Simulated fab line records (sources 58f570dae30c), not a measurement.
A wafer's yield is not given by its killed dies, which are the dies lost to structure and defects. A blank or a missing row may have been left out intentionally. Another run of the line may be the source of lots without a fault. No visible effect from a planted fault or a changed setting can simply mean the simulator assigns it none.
Struck lot and sound lot, side by side | flow berkeley cmos170 | 19 steps out of a route of 331
Sound: wafers L787.3, L787.4, L787.5. Wafers L784.4, L784.5, L784.6 were the ones struck. The cause is given at the end.
Order at every step that has rows: each side's tool, ch and its chambers, its first start. Under that, the readings that differ: sound wafers | struck wafers | difference of the means | sigmas: that difference in standard deviations of wafers without a fault.
alike: readings whose means differ by less than 2 such deviations, and words and numbers that are the same on both sides. not compared: withheld readings, readings that some wafer has no value for, bounds like >300 that may hide the same value, and numbers for which the record gives no deviation and whose values overlap.
Wherever a step has rows on one side only, a row that says differs or no value, or a row with sigmas, the two part there. Non-overlapping numbers with no deviation appear without sigmas and do not part them. A reading missing from all wafers of one side parts the sides only when that side holds two or more wafers.

first, 2 steps without rows for these wafers: UCB170_PLDD_PEB_04; UCB170_PLDD_DEVELOP_05 (develop time 45 s).
UCB170_PLDD_CD_MEAS_06: the cd target is 1200 nm.
  struck on cd sem-02, day 10 07:15; sound on cd sem-01, day 10 06:05
  alike: cd nm
UCB170_PLDD_OVL_MEAS_07:
  struck on overlay-02, day 10 07:20; sound on overlay-01, day 10 06:10
  alike: PLDD_OVL
then, 2 steps without rows for these wafers: UCB170_PLDD_IMPLANT_08; UCB170_PLDD_IMPLANT_09.
UCB170_PLDD_STRIP_10: strips in O2.
  sound on plasma asher-02 ch 0,1, day 10 06:31; struck on plasma asher-03 ch 0,1, day 10 07:46
  alike: drypump motor current A, o2 flow sccm, oes product au, strip time to endpoint s
  not compared: rf hours counter h
UCB170_PLDD_TW_MEAS_11:
  struck on film metro-01, day 10 07:51; sound on film metro-04, day 10 06:37
  reading | sound       | struck         | difference | sigmas
  PLDD_TW | 997 994 993 | 1023 1022 1022 | +28        | +2
then, 4 steps without rows for these wafers: UCB170_PLDD_CLEAN_12 (cleans in SPM, time 600 s); UCB170_NLDD_HMDS_00 (prime time 60 s); UCB170_NLDD_COAT_01 (resist thk 900 nm); UCB170_NLDD_SOFTBAKE_02 (time 60 s).
UCB170_NLDD_EXPOSE_03: exposes mask NSELECT, target cd 1200 nm.
  sound on krf scanner-02 ch 0, day 10 07:36; struck on krf scanner-01 ch 0, day 10 09:24
  reading                      | sound             | struck            | difference | sigmas
  model.NLDD.overlay x nm (nm) | -2.22 -2.22 -2.22 | 178.9 178.9 178.9 | +181.1     |
  alike: mask
then, 2 steps without rows for these wafers: UCB170_NLDD_PEB_04; UCB170_NLDD_DEVELOP_05 (develop time 45 s).
UCB170_NLDD_CD_MEAS_06: the cd target is 1200 nm.
  struck on cd sem-02, day 10 10:14; sound on cd sem-01, day 10 08:47
  alike: cd nm
UCB170_NLDD_OVL_MEAS_07:
  struck on overlay-01, day 10 10:19; sound on overlay-01, day 10 08:52
  reading       | sound   | struck      | difference | sigmas
  NLDD_OVL (nm) | 2 -2 -2 | 176 178 169 | +175       | +43
then, 1 step without rows for these wafers: UCB170_NLDD_IMPLANT_08.
UCB170_M3_PROBE_99:
  struck on prober-02, day 11 23:05; sound on prober-01, day 11 20:44
  reading                        | sound             | struck            | difference | sigmas
  model.etest.nldd.line ohm um   | 1209 1207 1213    | 1363 1371 1362    | +156       |
  model.etest.nldd.width nm (nm) | 634.1 634.6 634.8 | 575.9 578.3 574.3 | -58.3      |

## WHERE THEY PART
Last at UCB170_NLDD_OVL_MEAS_07 as far as this record goes, first at UCB170_PLDD_TW_MEAS_11.

WHY: whatever the simulator had introduced
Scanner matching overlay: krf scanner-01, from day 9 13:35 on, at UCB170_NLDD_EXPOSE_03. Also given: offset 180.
